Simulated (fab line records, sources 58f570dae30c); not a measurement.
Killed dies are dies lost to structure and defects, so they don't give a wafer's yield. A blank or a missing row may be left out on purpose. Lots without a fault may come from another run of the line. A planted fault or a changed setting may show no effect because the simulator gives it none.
Which tool did it? | flow berkeley_cmos170 | 7 lots, 21 wafers sampled, at 2 steps of a route of 331

WHAT THE GAUGES READ, wafer by wafer
UCB170_PLDD_CD_MEAS_06: target cd 1200 nm.
lot  | measured     | on        | cd_nm (nm)
L100 | day 6 16:51  | cd_sem-02 | 1200.4 1200.9 1201.2
L105 | day 7 05:16  | cd_sem-02 | 1198.6 1201.2 1199.5
L106 | day 7 23:23  | cd_sem-02 | 1201.1 1199.5 1199.2
L110 | day 8 16:17  | cd_sem-01 | 1197.6 1198.8 1198.9
L113 | day 9 03:47  | cd_sem-01 | 1200.8 1199.7 1201.6
L121 | day 10 18:09 | cd_sem-01 | 1200.5 1199.2 1199.8
L123 | day 11 06:11 | cd_sem-01 | 1197.5 1199.8 1198.6

WHICH TOOL RAN EACH LOT (tool, then ch and the chambers of the sampled wafers, then the start)
lot  | UCB170_PFIELD_STRIP_08
L100 | plasma_asher-01 ch 0,1, day 4 17:26
L105 | plasma_asher-04 ch 0,1, day 5 06:40
L106 | plasma_asher-04 ch 0,1, day 5 20:59
L110 | plasma_asher-03 ch 1, day 6 14:42
L113 | plasma_asher-03 ch 0,1, day 7 08:18
L121 | plasma_asher-01 ch 0,1, day 8 23:01
L123 | plasma_asher-04 ch 0,1, day 9 07:59
- UCB170_PFIELD_STRIP_08: strips in O2.

THE ANSWER, worked out from the rows above alone
Rule: what is usual is taken from the lots themselves. Put in order of their means at a reading, lots are off if they are a third of the lots or fewer, leave a main group of 4 or more, and stand apart from it by a gap of 3 or more times the standard deviation of the main group's means; of several such gaps the widest counts. A main group whose means are all the same, to the digits that the tables above print for the reading, isn't used. A lot without any number at a reading at which 4 lots or more have one is off too. The other lots that the step has rows for count as sound.
No lot is off at any reading shown: from this, nothing can be told.

WHAT THE SIMULATOR HAD PUT IN
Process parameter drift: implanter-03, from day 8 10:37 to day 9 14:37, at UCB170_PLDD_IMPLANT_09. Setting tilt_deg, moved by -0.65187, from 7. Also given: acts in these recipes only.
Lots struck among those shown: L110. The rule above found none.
